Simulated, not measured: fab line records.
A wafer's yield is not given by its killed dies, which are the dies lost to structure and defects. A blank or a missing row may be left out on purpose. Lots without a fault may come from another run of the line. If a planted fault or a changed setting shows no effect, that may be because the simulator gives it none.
Struck lot and sound lot, side by side | flow berkeley cmos170 | 20 steps out of a route of 331
Sound: the wafers L981.2, L981.5, L981.6. Wafers L985.1, L985.5, L985.6 were the ones struck. At the end, the cause is stated.
At each step with rows: each side's tool, then ch and its chambers, then its first start. Under that, the readings that differ: sound wafers | struck wafers | difference of the means | sigmas: that difference in standard deviations of wafers without a fault.
alike: same words and numbers on both sides, and readings whose means sit less than 2 such deviations apart. not compared: any withheld reading, any reading some wafer has no value for, any bound like >300 that may hide the same value, and any number with overlapping values for which the record gives no deviation.
Wherever a step has rows on one side only, a row that says differs or no value, or a row with sigmas, the two part there. Numbers that have no deviation but don't overlap get no sigmas and don't part them. A reading that every wafer of one side lacks parts them only if that side has two wafers or more.

UCB170_PVT_TW_MEAS_09:
  sound on film metro-01 at day 8 00:37; struck on film metro-04 at day 8 17:56
  reading | sound             | struck            | difference | sigmas
  PVT_TW  | 510.2 508.4 507.0 | 513.9 514.1 514.3 | +5.6       | +2
then, 1 step without rows for these wafers: UCB170_GATE_WET_ETCH_00 (etches SiO2 in dHF, time 200 s).
UCB170_FIELD_THK_MEAS_91:
  sound on film metro-03 at day 8 00:44; struck on film metro-01 at day 8 18:04
  alike: FIELD_OXIDE_LEFT_2_THK
then, 1 step without rows for these wafers: UCB170_GATE_OXIDATION_01 (target thk 6.6 nm, ox time 1800 s).
UCB170_GATE_THK_MEAS_02:
  sound on film metro-02 at day 8 04:46; struck on film metro-01 at day 8 21:31
  alike: GATE_OXIDE_THK
then, 2 steps without rows for these wafers: UCB170_GATE_ANNEAL_03 (time 1800 s); UCB170_GATE_CVD_04 (deposits poly-Si from SiH4, time 1440 s, target thk 214 nm).
UCB170_GATE_THK_MEAS_05:
  sound on film metro-01 at day 8 12:35; struck on film metro-03 at day 9 04:04
  alike: GATE_POLY_THK
then, 4 steps without rows for these wafers: UCB170_GATE_COAT_06; UCB170_GATE_COAT_07 (resist thk 900 nm); UCB170_GATE_SOFTBAKE_08 (time 60 s); UCB170_GATE_EXPOSE_09 (exposes mask POLY, target cd 350 nm).
UCB170_GATE_PEB_10:
  sound on litho track-04 ch 0, day 8 13:28; struck on litho track-04 ch 0, day 9 05:26
  reading                  | sound             | struck            | difference | sigmas
  heater power total W (W) | 56.83 56.85 56.79 | 58.30 58.27 58.27 | +1.46      | +30
  alike: exhaust pa
then, 1 step without rows for these wafers: UCB170_GATE_DEVELOP_11 (develop time 45 s).
UCB170_GATE_CD_MEAS_12 targets a cd of 350 nm.
  sound on cd sem-02 at day 8 13:44; struck on cd sem-02 at day 9 05:43
  reading    | sound             | struck            | difference | sigmas
  cd nm (nm) | 348.1 347.2 350.0 | 355.9 355.7 356.7 | +7.7       | +5
UCB170_GATE_OVL_MEAS_13:
  sound on overlay-02 at day 8 13:50; struck on overlay-02 at day 9 05:50
  alike: GATE_OVL
UCB170_GATE_ETCH_14: etches BARC in N2/H2.
  sound on rie diel-04 ch 0,1,3, day 8 13:52; struck on rie diel-02 ch 2,3, day 9 05:52
  alike: bias w, drypump motor current A, oes product au, throttle valve pct
UCB170_GATE_ETCH_15: etches poly-Si in HBr/Cl2, stops on SiO2, time 56.3 s, target depth 278.2 nm.
  sound on rie si-02 ch 0,3, day 8 13:55; struck on rie si-02 ch 2,3, day 9 05:55
  reading               | sound             | struck            | difference | sigmas
  model.GATE.cd nm (nm) | 348.4 347.4 349.5 | 356.4 355.4 356.5 | +7.7       |
  alike: bias w, drypump motor current A, oes product au, throttle valve pct
  not compared: rf hours counter h
UCB170_GATE_STRIP_16: strips in O2.
  sound on plasma asher-02 ch 0,1, day 8 13:58; struck on plasma asher-02 ch 0,1, day 9 05:58
  alike: drypump motor current A, oes product au
  not compared: rf hours counter h
UCB170_M3_PROBE_99:
  sound wafers here have rows in the record (prober-01, day 10 11:50); struck ones have none

## WHERE THEY PART
Last at UCB170_M3_PROBE_99 as far as this record goes, first at UCB170_PVT_TW_MEAS_09.

WHY: what had been put in by the simulator
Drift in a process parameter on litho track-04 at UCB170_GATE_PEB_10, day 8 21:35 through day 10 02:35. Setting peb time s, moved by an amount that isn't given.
